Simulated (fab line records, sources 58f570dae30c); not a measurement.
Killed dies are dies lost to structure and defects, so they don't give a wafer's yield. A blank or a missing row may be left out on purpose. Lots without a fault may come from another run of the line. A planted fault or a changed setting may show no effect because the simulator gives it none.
Problem report in the 8D (eight disciplines) form, filled by code | flow berkeley_cmos170 | the parts of the form that need people (team, actions taken, sign-off) are left out

1. THE PROBLEM
NWELL_OVL at UCB170_NWELL_OVL_MEAS_12 reads a mean of 922 nm on 9 wafers of 3 lots; wafers without a fault read -1 nm with a standard deviation of 4.1. That is +99 or more standard deviations from the usual mean.
First seen on wafer L419.2, day 4 06:41, on overlay-02. The record holds 42 wafers of 14 lots with a number at this step. Rule for "out", or "out of limits": more than 4 standard deviations from the usual mean. The other wafers with a number count as sound.

2. WHAT IT IS AND WHAT IT IS NOT
question                    | is                     | is not
which readings at this step | NWELL_OVL              | -
which lots                  | L419, L421, L423       | L411, L412, L413, L414, L415, L416, L426, L428, L431, L432, L434
which wafers of those lots  | all that have a number | -
read on which gauges        | overlay-01, overlay-02 | -
when                        | from day 4 06:41       | up to then (18 sound wafers); but 15 sound wafers of L426, L428, L431, L432, L434 came after

3. SUSPECTS, AND WHAT RULES EACH OUT
Counting: a tool at a process step up to the reading stays a suspect if it ran every lot that is out and no sound lot after the first of them.
- the gauge at UCB170_NWELL_OVL_MEAS_12: ruled out. The wafers that are out were read on 2 gauges (overlay-01, overlay-02).
- krf_scanner-01 at UCB170_NWELL_EXPOSE_09 (exposes mask NWELL, target cd 3000 nm): kept. It ran every lot that is out, first L419 (day 4 06:19), and no sound lot after that; its last sound lot up to then is L414 (day 3 05:10).
Left after counting: krf_scanner-01 at UCB170_NWELL_EXPOSE_09.

4. THE CAUSE (what the simulator had put in)
Scanner matching overlay: krf_scanner-01, from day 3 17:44 on, at UCB170_NWELL_EXPOSE_09. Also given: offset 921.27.
Counting left only this tool.

5. THE CHAIN OF EFFECTS, in route order
Each row: a reading whose mean over the struck wafers that have a number lies more than 3 standard deviations from the usual. Only readings for which the record gives a usual standard deviation are gone through. hours: the time from each lot's start at the first step in this table that gives one to its start at this step, as a median over the lots. sigmas: the change in usual standard deviations.
hours | step                     | reading   | usual | on struck wafers | change | sigmas
0     | UCB170_NWELL_OVL_MEAS_12 | NWELL_OVL | -1 nm | 922              | +923   | +99 or more

6. WHAT WOULD HAVE CAUGHT IT SOONER
In this record the first reading out of limits at a measuring or inspecting step was taken at day 4 06:41, 13 hours after the fault began at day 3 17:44.
Of the tool readings at UCB170_NWELL_EXPOSE_09 for which the record gives a usual standard deviation, none was out on any struck wafer, so an alarm limit of 4 standard deviations on them would not have fired.
Of the lots that are out (3), L421, L423 began UCB170_NWELL_EXPOSE_09 on krf_scanner-01 after day 4 06:41. A hold on the tool at that time would have spared those 2.
